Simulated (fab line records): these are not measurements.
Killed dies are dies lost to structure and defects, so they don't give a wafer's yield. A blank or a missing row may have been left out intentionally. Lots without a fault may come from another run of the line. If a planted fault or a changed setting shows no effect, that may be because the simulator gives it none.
Problem report in the 8D (eight disciplines) form, filled by code ; flow berkeley-cmos170 ; the parts of the form that need people (team, actions taken, sign-off) are left out

== 1. THE PROBLEM ==
Mean M2_AL_RS at UCB170_M2_RS_MEAS_02: 0.0366 ohm/sq over 3 wafers in 2 lots; fault-free wafers: 0.0322 ohm/sq, standard deviation 0.00034. That is +13 standard deviations from the usual mean.
The step: measures by four-point-probe.
First observed at day 13 05:45: wafer L625.1, on film-metro-04. Wafers with a number at this step in the record: 42, from 14 lots. By rule, "out" or "out of limits" means more than 4 standard deviations away from the usual mean. The other wafers with a number count as sound.

== 2. WHAT IT IS AND WHAT IT IS NOT ==
question;is;is not
which readings at this step;M2_AL_RS;-
which lots;L625, L627;L606, L607, L608, L609, L610, L612, L613, L614, L615, L618, L619, L628
which wafers of those lots;L625.1, L625.6, L627.2;L625.4, L627.1, L627.4
read on which gauges;film-metro-02, film-metro-04;film-metro-03
when;from day 13 05:45;"up to then (34 sound wafers); but 5 sound wafers of L627, L628 came after"

== 3. WHAT RULES OUT EACH SUSPECT ==
Counting: any tool at a process step up to the reading remains a suspect provided it ran every lot that is out. Sound lots after the first of them don't rule it out here, since some wafers of a struck lot are sound.
- the gauge at UCB170_M2_RS_MEAS_02 has been ruled out. The wafers that are out were read on 2 gauges (film-metro-02, film-metro-04).
- pvd-sputter-02 at UCB170_M2_SPUTTER_01 (material Al, target thk 900 nm, time 120 s): kept. Every lot that is out went through it, the first being L625 (day 13 05:40); the last sound lot it ran before that was L618 (day 12 00:56).
Left after counting: pvd-sputter-02 at UCB170_M2_SPUTTER_01.

== 4. THE CAUSE (what the simulator had put in) ==
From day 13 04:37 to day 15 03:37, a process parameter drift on pvd-sputter-02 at UCB170_M2_SPUTTER_01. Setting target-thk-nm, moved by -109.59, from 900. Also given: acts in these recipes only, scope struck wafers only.
Counting left only this tool.

== 5. THE CHAIN OF EFFECTS, in route order ==
Rows list readings where the struck wafers' mean (over those with a number) sits beyond 3 standard deviations from the usual. Scope: only readings with a usual standard deviation given in the record; hours: median across lots of the time from each lot's start at the first step in this table that gives one to its start at this step; sigmas: change in usual standard deviations.
hours;step;reading;usual;on struck wafers;change;sigmas
0;UCB170_M2_RS_MEAS_02;M2_AL_RS;0.0322 ohm/sq;0.0366;+0.0044;+13
0;UCB170_M2_THK_MEAS_03;M2_AL_THK;890 nm;779;-111;-9.2
2;UCB170_M2_METAL_ETCH_18;oes-product-au;0.856 a.u.;0.801;-0.055;-3.7
Its process steps:
- UCB170_M2_METAL_ETCH_18: etches Al in Cl2/BCl3, stops on SiO2, target depth 1170 nm, time 195 s.

== 6. WHAT WOULD HAVE CAUGHT IT SOONER ==
In this record the first reading out of limits at a measuring or inspecting step was taken at day 13 05:45, 1 hour after the fault began at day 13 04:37.
No tool reading at UCB170_M2_SPUTTER_01 that has a usual standard deviation in the record was out on any struck wafer, so an alarm limit of 4 standard deviations on those readings would not have fired.
Among the 2 lots that are out, L627 began UCB170_M2_SPUTTER_01 on pvd-sputter-02 after day 13 05:45. Had the tool been put on hold then, it would have been spared.
